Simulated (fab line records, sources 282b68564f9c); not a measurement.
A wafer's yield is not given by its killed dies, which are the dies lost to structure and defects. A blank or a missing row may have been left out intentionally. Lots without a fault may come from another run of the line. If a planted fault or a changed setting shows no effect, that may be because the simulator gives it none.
Lot-split experiment -- flow rit-cmos -- 15 wafers read from 5 lots, route of 202 steps

## THE SPLIT
At RIT_SPACER_ETCHBACK_05 (etches Si3N4 in SF6/CHF3, stops on SiO2, target depth 250 nm, time 240 s), the setting time-s was moved away from the recipe's 240 s on 3 of the 15 wafers read, by +33.2% to +43.0%. All remaining wafers had this setting at the recipe value.

## FROM THE SPLIT TO THE READING: what the file shows between them, 9 steps
- RIT_NSD_HMDS_00: prime time 60 s
- RIT_NSD_COAT_01: resist thk 1000 nm
- RIT_PSD_STRIP_09: strips in O2, time 180 s
- RIT_SDANNEAL_CLEAN_00: cleans in SC1, time 600 s
- RIT_M1_METAL_ETCH_12: etches Al in Cl2/BCl3, stops on SiO2, time 165 s, target depth 600 nm (also split here: target-depth-a)
- RIT_M1_STRIP_13: strips in nmp, time 600 s
- RIT_M1_STRIP_14: strips in O2, time 180 s
- RIT_M1_CD_MEAS_90: target cd 2600 nm
- RIT_M1_ANNEAL_15: time 1800 s

## THE READING
etest.well-edge-right.line-ohm-um (the simulator's own value, which no gauge read), at RIT_M1_PROBE_99. The file does not state a usual value for it. Across the 12 wafers here that went through the recipe, the average is 181.7 and the standard deviation 2.

wafer,"tool, chamber at the split","time-s as run, s",against the recipe,etest.well-edge-right.line-ohm-um,against lot-mates on the recipe
L075.2,"rie-diel-04, 1",343.3,+43.0%,225.9,+41.7
L075.3,"rie-diel-04, 2",240,recipe,184.2,-
L075.4,"rie-diel-04, 0",343.3,+43.0%,228.6,+44.4
L080.2,"rie-diel-01, 0",240,recipe,179.7,-
L080.3,"rie-diel-01, 3",319.6,+33.2%,199.9,+19.1
L080.5,"rie-diel-01, 2",240,recipe,179.8,-
L080.6,"rie-diel-01, 1",240,recipe,182.9,-
L079.1,"rie-diel-04, 1",240,recipe,183.3,-
L079.2,"rie-diel-04, 2",240,recipe,184.2,-
L079.3,"rie-diel-04, 0",240,recipe,177.5,-
L084.5,"rie-diel-01, 2",240,recipe,179.6,-
L084.6,"rie-diel-01, 3",240,recipe,182.4,-
L085.1,"rie-diel-01, 3",240,recipe,182.5,-
L085.4,"rie-diel-01, 0",240,recipe,181.7,-
L085.6,"rie-diel-01, 1",240,recipe,182,-

THE FIT
A straight line over all 15 wafers: etest.well-edge-right.line-ohm-um changes by +0.949 for each +1% of time-s; r = +0.96; the points scatter about the line by 4.6.
The same after taking each lot's own level away (the mean of its wafers on the recipe; 15 wafers): +0.908 for each +1%; r = +0.97; scatter 3.9.
According to that fit, moving time-s by its largest amount changes the reading by 39.
The span of the lots' own levels, 180.80 to 184.20, comes to 1.7 times the standard deviation stated above.
Hence the lot-to-lot level has little effect on the slope; both slopes agree.
Check: for one of the wafers moved furthest among these (+43.0%), held out of the fit, the line's prediction against its lot-mates is +37.1. Against them it came out at +41.7.

## THESE WAFERS: OTHER SPLITS
Note: prior to the reading, these wafers also went through further splits. Each is held against what the fit with the lots' levels taken away leaves over:
other split on the same wafers,wafers away from the commonest value,r with etest.well-edge-right.line-ohm-um (lot level and that fit taken away)
RIT_ACTIVE_DEVELOP_10 develop-time-s,5,+0.17
RIT_GATE_ETCH_19 target-depth-a,6,+0.33
RIT_M1_METAL_ETCH_12 target-depth-a,2,-0.08

## THE WHOLE CHAIN: every reading that the file lists as answering this split, in the file's order
step,what it does,reading,change (the file's fit),r (the file's)
RIT_SPACER_ETCHBACK_05,"etches Si3N4 in SF6/CHF3, stops on SiO2, target depth 250 nm, time 240 s","poly-Si_of_GATE_CVD_08.thk-nm (the simulator's own value, which no gauge read)",-0.647 nm for each +1% of the setting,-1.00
RIT_SPACER_ETCHBACK_05,"etches Si3N4 in SF6/CHF3, stops on SiO2, target depth 250 nm, time 240 s","Si3N4_of_SPACER_CVD_03.thk-nm (the simulator's own value, which no gauge read)",-0.526 nm for each +1% of the setting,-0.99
RIT_SDANNEAL_CLEAN_00,"cleans in SC1, time 600 s","SiO2_of_FOX2_OXIDATION_00.thk-nm (the simulator's own value, which no gauge read)",-0.498 nm for each +1% of the setting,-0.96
RIT_M1_PROBE_99,,"etest.pwell-pinched.rs-ohm-sq (the simulator's own value, which no gauge read)",+2.1 for each +1% of the setting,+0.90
RIT_M1_PROBE_99,,"etest.nwell-pinched.rs-ohm-sq (the simulator's own value, which no gauge read)",+1.49 for each +1% of the setting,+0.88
RIT_M1_PROBE_99,,"etest.well-edge-right.line-ohm-um (the simulator's own value, which no gauge read)",+0.829 for each +1% of the setting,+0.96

## THE FILE'S OWN FIT
etest.well-edge-right.line-ohm-um changes by +0.829 for each +1% of time-s, r = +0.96.
